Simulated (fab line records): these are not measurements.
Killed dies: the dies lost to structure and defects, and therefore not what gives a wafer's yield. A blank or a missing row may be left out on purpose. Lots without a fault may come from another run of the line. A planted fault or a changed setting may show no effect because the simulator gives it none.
Which tool is to blame? :: flow rit-cmos :: 13 lots with 39 wafers sampled at 2 steps, on a route of 202 steps

## WHAT EACH GAUGE READ, for each wafer
RIT_GATE_THK_MEAS_09. Usual: for GATE_POLY_THK the level is 249.8 nm and the standard deviation is 2.5.
lot: L707
measured: day 3 08:40
on: film-metro-01
GATE_POLY_THK (nm): 254.0 250.9 252.0
flag: 

lot: L708
measured: day 3 08:39
on: film-metro-04
GATE_POLY_THK (nm): 247.5 248.8 248.1
flag: 

lot: L710
measured: day 3 17:14
on: film-metro-04
GATE_POLY_THK (nm): 252.7 252.9 254.5
flag: 

lot: L711
measured: day 4 02:11
on: film-metro-02
GATE_POLY_THK (nm): 246.3 247.6 243.2
flag: 

lot: L712
measured: day 4 05:12
on: film-metro-02
GATE_POLY_THK (nm): 250.3 249.4 251.7
flag: 

lot: L714
measured: day 4 07:17
on: film-metro-02
GATE_POLY_THK (nm): 251.3 251.5 249.3
flag: 

lot: L715
measured: day 4 14:24
on: film-metro-01
GATE_POLY_THK (nm): 249.0 249.1 251.0
flag: 

lot: L718
measured: day 5 03:25
on: film-metro-01
GATE_POLY_THK (nm): 249.5 248.2 249.5
flag: 

lot: L719
measured: day 5 05:38
on: film-metro-02
GATE_POLY_THK (nm): 252.4 252.6 254.4
flag: 

lot: L722
measured: day 5 21:30
on: film-metro-01
GATE_POLY_THK (nm): 250.7 249.9 250.3
flag: 

lot: L723
measured: day 6 00:28
on: film-metro-02
GATE_POLY_THK (nm): 250.2 248.8 250.4
flag: 

lot: L727
measured: day 7 01:55
on: film-metro-04
GATE_POLY_THK (nm): 309.5 305.8 309.3 309.2 305.7 309.2
flag: OFF

lot: L729
measured: day 7 10:58
on: film-metro-02
GATE_POLY_THK (nm): 253.6 251.7 252.1
flag: 

## EACH LOT AND THE TOOL THAT RAN IT (in order: tool; ch and the chambers of the sampled wafers; start)
lot: L707
RIT_GATE_CVD_08: lpcvd-02 ch 0, day 3 07:02

lot: L708
RIT_GATE_CVD_08: lpcvd-02 ch 1, day 3 07:02

lot: L710
RIT_GATE_CVD_08: lpcvd-01 ch 0, day 3 15:38

lot: L711
RIT_GATE_CVD_08: lpcvd-02 ch 1, day 4 00:32

lot: L712
RIT_GATE_CVD_08: lpcvd-02 ch 1, day 4 03:34

lot: L714
RIT_GATE_CVD_08: lpcvd-01 ch 1, day 4 05:40

lot: L715
RIT_GATE_CVD_08: lpcvd-01 ch 0, day 4 12:47

lot: L718
RIT_GATE_CVD_08: lpcvd-01 ch 0, day 5 01:47

lot: L719
RIT_GATE_CVD_08: lpcvd-01 ch 1, day 5 04:01

lot: L722
RIT_GATE_CVD_08: lpcvd-02 ch 1, day 5 19:52

lot: L723
RIT_GATE_CVD_08: lpcvd-01 ch 1, day 5 22:51

lot: L727
RIT_GATE_CVD_08: lpcvd-01 ch 0, day 7 00:16

lot: L729
RIT_GATE_CVD_08: lpcvd-02 ch 0, day 7 09:21
- RIT_GATE_CVD_08: deposits poly-Si from SiH4, target thk 250 nm, time 2220 s.

## AS READ BY THE TOOLS THEMSELVES (means over the sampled wafers that have a number; for cases with no such wafer, the mark the record gives instead)
RIT_GATE_CVD_08. Usual: pressure-mtorr 299.8 mTorr, standard deviation 0.64; zone-power-source-pct 11.1 %, standard deviation 0.41.
lot: L707
tool: lpcvd-02
pressure-mtorr (mTorr): 299.3
zone-power-source-pct (%): 10.6
flag: 

lot: L708
tool: lpcvd-02
pressure-mtorr (mTorr): 299.4
zone-power-source-pct (%): 11.0
flag: 

lot: L710
tool: lpcvd-01
pressure-mtorr (mTorr): 299.5
zone-power-source-pct (%): 11.1
flag: 

lot: L711
tool: lpcvd-02
pressure-mtorr (mTorr): 299.8
zone-power-source-pct (%): 11.0
flag: 

lot: L712
tool: lpcvd-02
pressure-mtorr (mTorr): 300.0
zone-power-source-pct (%): 11.1
flag: 

lot: L714
tool: lpcvd-01
pressure-mtorr (mTorr): 299.7
zone-power-source-pct (%): 11.7
flag: 

lot: L715
tool: lpcvd-01
pressure-mtorr (mTorr): 298.8
zone-power-source-pct (%): 11.0
flag: 

lot: L718
tool: lpcvd-01
pressure-mtorr (mTorr): 300.2
zone-power-source-pct (%): 11.1
flag: 

lot: L719
tool: lpcvd-01
pressure-mtorr (mTorr): 299.7
zone-power-source-pct (%): 11.8
flag: 

lot: L722
tool: lpcvd-02
pressure-mtorr (mTorr): 300.1
zone-power-source-pct (%): 11.2
flag: 

lot: L723
tool: lpcvd-01
pressure-mtorr (mTorr): 299.8
zone-power-source-pct (%): 11.7
flag: 

lot: L727
tool: lpcvd-01
pressure-mtorr (mTorr): 449.4
zone-power-source-pct (%): 11.0
flag: OFF

lot: L729
tool: lpcvd-02
pressure-mtorr (mTorr): 299.7
zone-power-source-pct (%): 10.5
flag: 

## THE ANSWER, worked out from the rows above alone
Rule: take the mean of a lot's wafers that have a number; if it is more than 3 standard deviations from the usual mean, the lot is off. Also off: a lot with no number at a reading for which 4 or more lots have one. All remaining lots with rows at the step are treated as sound. After the gauges, taken in route order, come the tools' own readings; for these a lot's mean is taken, as printed above. The first step at which some lot is off is used, and at that step the reading that is off furthest; a lot without a number counts as furthest.
Off: L727, at RIT_GATE_THK_MEAS_09 (GATE_POLY_THK).
If a tool, at a process step before that reading, ran all the lots that are off and no sound lot after the first of them, it fits. Not tried: the gauges at RIT_GATE_THK_MEAS_09; whatever is off there is also off at RIT_GATE_CVD_08, on other tools, and gauge error can't account for it. One fits: RIT_GATE_CVD_08 on lpcvd-01. A fault onset in the window from L723 (day 5 22:51, its last sound lot) to L727 (day 7 00:16, its first lot off) fits.
The tool's own readings at RIT_GATE_CVD_08 bear it out: on the lots that are off they differ by more than 5 times the standard deviation of the sound lots' means. pressure-mtorr reads 449.4 mTorr there against 299.7 mTorr on the sound lots.

## WHAT THE SIMULATOR HAD INSERTED
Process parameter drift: lpcvd-01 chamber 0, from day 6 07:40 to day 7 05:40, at RIT_GATE_CVD_08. From 300, the setting pressure-mtorr moved by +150. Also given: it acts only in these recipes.
Struck lots among those shown: L727. The rule above found the same.
